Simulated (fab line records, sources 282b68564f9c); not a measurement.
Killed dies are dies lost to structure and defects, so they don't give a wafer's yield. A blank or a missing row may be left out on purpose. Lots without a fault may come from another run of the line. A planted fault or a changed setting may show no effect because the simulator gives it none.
Tool commonality check | flow rit_cmos | 14 lots, 42 wafers sampled

WHY IT WAS OPENED
At RIT_SILICIDE_RS_MEAS_02 the reading SILICIDE_TI_RS is flagged on 2 of 14 lots. Wafers without a fault read 48.0 ohm/sq, standard deviation 0.79.
Rule: a lot is flagged when every wafer of it that has a number lies more than 4 standard deviations from that mean, or none has a number. The other lots count as sound.

lot  | measured    | on            | SILICIDE_TI_RS (ohm/sq), wafer by wafer | flag
L571 | day 3 02:22 | film_metro-04 | 48.2 46.8 47.6                          |
L573 | day 3 15:14 | film_metro-01 | 48.6 48.7 48.7                          |
L574 | day 3 16:52 | film_metro-02 | 47.4 47.2 48.8                          |
L575 | day 3 22:09 | film_metro-04 | 49.3 48.6 49.6                          |
L576 | day 4 08:08 | film_metro-01 | 47.8 47.3 46.9                          |
L578 | day 4 13:27 | film_metro-04 | 48.6 49.3 48.7                          |
L580 | day 4 22:26 | film_metro-01 | 47.4 46.7 46.3                          |
L581 | day 5 06:55 | film_metro-04 | 47.5 47.0 46.3                          |
L582 | day 5 09:40 | film_metro-02 | 48.9 48.2 49.0                          |
L588 | day 6 19:13 | film_metro-01 | 65.7 65.3 66.1                          | FLAGGED
L590 | day 7 03:55 | film_metro-02 | 65.2 63.9 64.0                          | FLAGGED
L591 | day 7 09:59 | film_metro-01 | 48.6 48.8 49.0                          |
L593 | day 7 16:32 | film_metro-04 | 47.9 48.3 48.4                          |
L594 | day 8 00:17 | film_metro-04 | 48.3 47.7 47.5                          |
The numbers of the flagged lots are 65.0 ohm/sq on average: +17.0 ohm/sq against the usual, or +22 standard deviations.

WHICH TOOL RAN EACH LOT
The record holds 1 process step before the reading, out of a route of 202 steps. In each cell: the tool, then ch and the chambers that the sampled wafers went through, then the start.
lot  | flag    | RIT_SILICIDE_SPUTTER_01
L571 |         | pvd_sputter-03, day 3 02:11
L573 |         | pvd_sputter-03, day 3 15:03
L574 |         | pvd_sputter-04, day 3 16:43
L575 |         | pvd_sputter-03, day 3 22:00
L576 |         | pvd_sputter-02, day 4 07:59
L578 |         | pvd_sputter-03, day 4 13:18
L580 |         | pvd_sputter-03, day 4 22:16
L581 |         | pvd_sputter-02, day 5 06:46
L582 |         | pvd_sputter-03, day 5 09:29
L588 | FLAGGED | pvd_sputter-03, day 6 19:04
L590 | FLAGGED | pvd_sputter-03, day 7 03:46
L591 |         | pvd_sputter-02, day 7 09:48
L593 |         | pvd_sputter-02, day 7 16:23
L594 |         | pvd_sputter-04, day 8 00:08
What these steps do:
- RIT_SILICIDE_SPUTTER_01: material Ti, target thk 30 nm, time 240 s.
- RIT_SILICIDE_RS_MEAS_02: measures by four-point-probe.

FLAGGED OVER TOTAL, TOOL BY TOOL (the gauges that took the reading come last)
step                    | tool           | lots run | flagged | share of the flagged lots | sound lots run after its first flagged lot
RIT_SILICIDE_SPUTTER_01 | pvd_sputter-02 | 4        | 0       | none                      | -
RIT_SILICIDE_SPUTTER_01 | pvd_sputter-03 | 8        | 2       | all                       | 0
RIT_SILICIDE_SPUTTER_01 | pvd_sputter-04 | 2        | 0       | none                      | -
RIT_SILICIDE_RS_MEAS_02 | film_metro-01  | 5        | 1       | some                      | 1 (L591)
RIT_SILICIDE_RS_MEAS_02 | film_metro-02  | 3        | 1       | some                      | 0
RIT_SILICIDE_RS_MEAS_02 | film_metro-04  | 6        | 0       | none                      | -

WHAT THE TABLE ALLOWS
1 row of the table ran every flagged lot: pvd_sputter-03 at RIT_SILICIDE_SPUTTER_01.
- pvd_sputter-03 at RIT_SILICIDE_SPUTTER_01: 2 of its 8 lots flagged. Its last sound lot is L582 (day 5 09:29), its first flagged lot L588 (day 6 19:04): a fault that began between those two fits.
One tool is left: pvd_sputter-03 at RIT_SILICIDE_SPUTTER_01.

WHAT THE SIMULATOR HAD PUT IN
Process parameter drift: pvd_sputter-03, from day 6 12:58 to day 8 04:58, at RIT_SILICIDE_SPUTTER_01. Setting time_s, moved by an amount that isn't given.
Lots struck among those shown: L588, L590. The rule above found the same.
